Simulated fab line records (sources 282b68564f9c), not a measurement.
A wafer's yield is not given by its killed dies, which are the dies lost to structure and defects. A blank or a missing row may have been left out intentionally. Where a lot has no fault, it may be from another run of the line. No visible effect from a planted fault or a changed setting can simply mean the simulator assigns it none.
One fault seen from 2 desks	flow ritCmos	each desk has only its own numbers; what lay behind them comes last

== METROLOGY DESK ==
What the gauges read for every lot (on any tool): the sampled wafers with a number, averaged. Any lot whose mean is over 4 standard deviations away from the usual mean is out of limits and marked OUT; that distance is given in the brackets.
Columns: A = M1_AL_RS at RIT_M1_RS_MEAS_01, usual 0.0735 ohm/sq
lot	first seen here	A
L953	day 3 09:56	0.0727
L954	day 3 17:33	0.0746
L955	day 3 22:22	0.0734
L956	day 4 00:15	0.0741
L957	day 4 13:35	0.0737
L958	day 4 18:47	0.0736
L961	day 5 08:26	0.0736
L962	day 5 17:07	0.0723
L964	day 5 18:54	0.0733
L965	day 5 21:57	0.0744
L966	day 6 04:04	0.0739
L967	day 6 07:53	0.0745
L969	day 6 18:23	0.0742
L974	day 8 02:21	0.0736
L976	day 8 09:56	0.0731
This desk's verdict: no lot among the 15 shows anything out of limits.

== DESK OF THE TOOL OWNER: pvdSputter-02 ==
The tool's own readings at RIT_M1_SPUTTER_00 (material Al, target thk 400 nm, time 500 s): means of the sampled wafers that have a number, for each lot that ran on this tool. Any lot whose mean is over 4 standard deviations away from the usual mean is out of limits and marked OUT; that distance is given in the brackets.
Columns: A = chamberPressurePa at RIT_M1_SPUTTER_00, usual 0.4000 Pa; B = throttleValvePct at RIT_M1_SPUTTER_00, usual 30.3 %
lot	first seen here	A	B
L953	day 3 09:35	0.3994	30.2
L955	day 3 22:05	0.4003	30.8
L957	day 4 13:17	0.3995	30.2
L958	day 4 18:30	0.4005	30.8
L961	day 5 08:07	0.4001	30.2
L962	day 5 16:47	0.4009	29.8
L965	day 5 21:38	0.4110 (+14) OUT	30.4
L967	day 6 07:34	0.4222 (+27) OUT	29.7
L969	day 6 18:04	0.4107 (+13) OUT	30.0
This desk's finding: out of limits on L965, L967, L969; first on L965, day 5 21:38 (chamberPressurePa at RIT_M1_SPUTTER_00). L953, L955, L957, L958, L961, L962: within limits.

== PUT TOGETHER ==
The tool owner's desk could have raised an alarm at day 5 21:38, on L965, L967, L969.
From the metrology desk's view, nothing was out of limits.
The metrology desk has L965, L967, L969 on record, within its limits.
Every lot named ran RIT_M1_SPUTTER_00 on pvdSputter-02.

== WHAT WAS PUT IN BY THE SIMULATOR ==
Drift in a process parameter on pvdSputter-02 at RIT_M1_SPUTTER_00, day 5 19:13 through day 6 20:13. Setting chamberPressurePa shifted by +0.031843 from 0.4. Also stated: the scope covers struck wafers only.
Shown lots that were struck: L965, L967, L969.
Time in hours from fault onset to the first out-of-limits reading at each desk: the tool owner's desk, 2.
